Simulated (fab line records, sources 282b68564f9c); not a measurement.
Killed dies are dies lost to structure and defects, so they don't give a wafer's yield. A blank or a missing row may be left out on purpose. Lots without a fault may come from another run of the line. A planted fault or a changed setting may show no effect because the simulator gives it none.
Problem report in the 8D (eight disciplines) form, filled by code | flow rit_cmos | the parts of the form that need people (team, actions taken, sign-off) are left out

1. THE PROBLEM
NSD_OVL at RIT_NSD_OVL_MEAS_06 reads a mean of 420.8 nm on 12 wafers of 4 lots; wafers without a fault read 0.5 nm with a standard deviation of 1.5. That is +99 or more standard deviations from the usual mean.
First seen on wafer L182.1, day 4 01:43, on overlay-01. The record holds 48 wafers of 16 lots with a number at this step. Rule for "out", or "out of limits": more than 4 standard deviations from the usual mean. The other wafers with a number count as sound.

2. WHAT IT IS AND WHAT IT IS NOT
question                    | is                     | is not
which readings at this step | NSD_OVL                | -
which lots                  | L182, L185, L186, L187 | L177, L178, L179, L180, L181, L190, L193, L194, L195, L198, L199, L200
which wafers of those lots  | all that have a number | -
read on which gauges        | overlay-01, overlay-02 | -
when                        | from day 4 01:43       | up to then (15 sound wafers); but 21 sound wafers of L190, L193, L194, L195, L198, L199, L200 came after

3. SUSPECTS, AND WHAT RULES EACH OUT
Counting: a tool at a process step up to the reading stays a suspect if it ran every lot that is out and no sound lot after the first of them.
- the gauge at RIT_NSD_OVL_MEAS_06: ruled out. The wafers that are out were read on 2 gauges (overlay-01, overlay-02).
- iline_stepper-02 at RIT_NSD_EXPOSE_03 (exposes mask M9, target cd 40700 nm): kept. It ran every lot that is out, first L182 (day 4 01:19), and no sound lot after that; its last sound lot up to then is L181 (day 3 22:34).
Left after counting: iline_stepper-02 at RIT_NSD_EXPOSE_03.

4. THE CAUSE (what the simulator had put in)
Scanner matching overlay: iline_stepper-02, from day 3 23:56 on, at RIT_NSD_EXPOSE_03. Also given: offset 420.
Counting left only this tool.

5. THE CHAIN OF EFFECTS, in route order
Each row: a reading whose mean over the struck wafers that have a number lies more than 3 standard deviations from the usual. Only readings for which the record gives a usual standard deviation are gone through. hours: the time from each lot's start at the first step in this table that gives one to its start at this step, as a median over the lots. sigmas: the change in usual standard deviations.
hours | step                | reading | usual  | on struck wafers | change | sigmas
0     | RIT_NSD_OVL_MEAS_06 | NSD_OVL | 0.5 nm | 420.8            | +420.2 | +99 or more
Later measuring or inspecting steps at which every struck wafer that the step has a row for has a number for every such reading, and none has moved that far: RIT_SDANNEAL_RS_MEAS_04.

6. WHAT WOULD HAVE CAUGHT IT SOONER
In this record the first reading out of limits at a measuring or inspecting step was taken at day 4 01:43, 2 hours after the fault began at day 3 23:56.
Of the lots that are out (4), L185, L186, L187 began RIT_NSD_EXPOSE_03 on iline_stepper-02 after day 4 01:43. A hold on the tool at that time would have spared those 3.
